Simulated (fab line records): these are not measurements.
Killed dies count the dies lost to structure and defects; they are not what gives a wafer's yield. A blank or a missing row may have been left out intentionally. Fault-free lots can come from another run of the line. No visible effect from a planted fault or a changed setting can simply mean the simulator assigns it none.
A struck lot beside a sound one	flow ritCmos	15 out of 202 route steps
Sound: these wafers, L655.2, L655.3, L655.4. Wafers L643.1, L643.3, L643.6 were the ones struck. At the end, the cause is stated.
At each step with rows: each side's tool, then ch and its chambers, then its first start. Under that, the readings that differ: sound wafers	struck wafers	difference of the means	sigmas: that difference in standard deviations of wafers without a fault.
alike: words and numbers the same on both sides, and readings whose means are apart by under 2 such deviations; not compared: readings that were withheld, readings missing a value for some wafer, numbers with overlapping values and no deviation given by the record, and bounds like >300 which may hide the same value.
Wherever a step has rows on one side only, a row that says differs or no value, or a row with sigmas, the two part there. Numbers that don't overlap but have no deviation are shown without sigmas and don't part them. A reading missing from all wafers of one side parts the sides only when that side holds two or more wafers.

first, 1 step without rows for these wafers: RIT_NRETRO_IMPLANT_08.
RIT_NRETRO_STRIP_09: strips in O2, time 180 s.
  sound on plasmaAsher-01 ch 0,1, day 6 12:43; struck on plasmaAsher-01 ch 0,1, day 3 23:50
  alike: chamberPressureMTorr, drypumpMotorCurrentA
  not compared: rfHoursCounterH
RIT_NRETRO_TW_MEAS_10:
  sound: filmMetro-01 at day 6 12:54; struck: filmMetro-02 at day 4 00:01
  alike: NRETRO_TW
then, 6 steps without rows for these wafers: RIT_PRETRO_HMDS_00 (prime time 60 s); RIT_PRETRO_COAT_01 (resist thk 1300 nm); RIT_PRETRO_SOFTBAKE_02 (time 60 s); RIT_PRETRO_EXPOSE_03 (exposes mask M5, target cd 43700 nm); RIT_PRETRO_PEB_04; RIT_PRETRO_DEVELOP_05 (develop time 68 s).
RIT_PRETRO_OVL_MEAS_06:
  sound: overlay-01 at day 6 13:50; struck: overlay-02 at day 4 00:57
  alike: PRETRO_OVL
then, 2 steps without rows for these wafers: RIT_PRETRO_HARDBAKE_07 (time 120 s); RIT_PRETRO_IMPLANT_08.
RIT_PRETRO_STRIP_09: strips in O2, time 180 s.
  sound on plasmaAsher-01 ch 0,1, day 6 14:16; struck on plasmaAsher-04 ch 0,1, day 4 01:23
  no value came back on the struck wafers for chamberPressureMTorr (mTorr), drypumpMotorCurrentA (A); on the sound wafers chamberPressureMTorr (mTorr) reads 3995 3994 3995
reading	sound	struck	difference	sigmas
model.NOVOLAK_of_PRETRO_COAT_01.thkNm (nm)	0 0 0	1134 1134 1135	+1134	
  not compared: rfHoursCounterH
RIT_PRETRO_TW_MEAS_10:
  sound: filmMetro-02 at day 6 14:27; struck: filmMetro-04 at day 4 01:34
  alike: PRETRO_TW
RIT_M1_PROBE_99:
  sound: prober-01 at day 7 20:18; struck: prober-02 at day 5 09:31
reading	sound	struck	difference	sigmas
hold	- - -	awaitDispo/1.6h/scrap awaitDispo/1.6h/scrap awaitDispo/1.6h/scrap	no value on the sound wafers	
killedAtFrontEnd	7 5 4	264 264 264	+259	+89
killedDies	7 5 4	264 264 264	+259	+89
killedOnRim	2 0 0	70 70 70	+69	+53
  alike: killedAtContacts, killedOpen, killedShort

== WHERE THEY PART ==
At RIT_PRETRO_STRIP_09 first; at RIT_M1_PROBE_99 last (within this record only).

WHY: what the simulator had put in
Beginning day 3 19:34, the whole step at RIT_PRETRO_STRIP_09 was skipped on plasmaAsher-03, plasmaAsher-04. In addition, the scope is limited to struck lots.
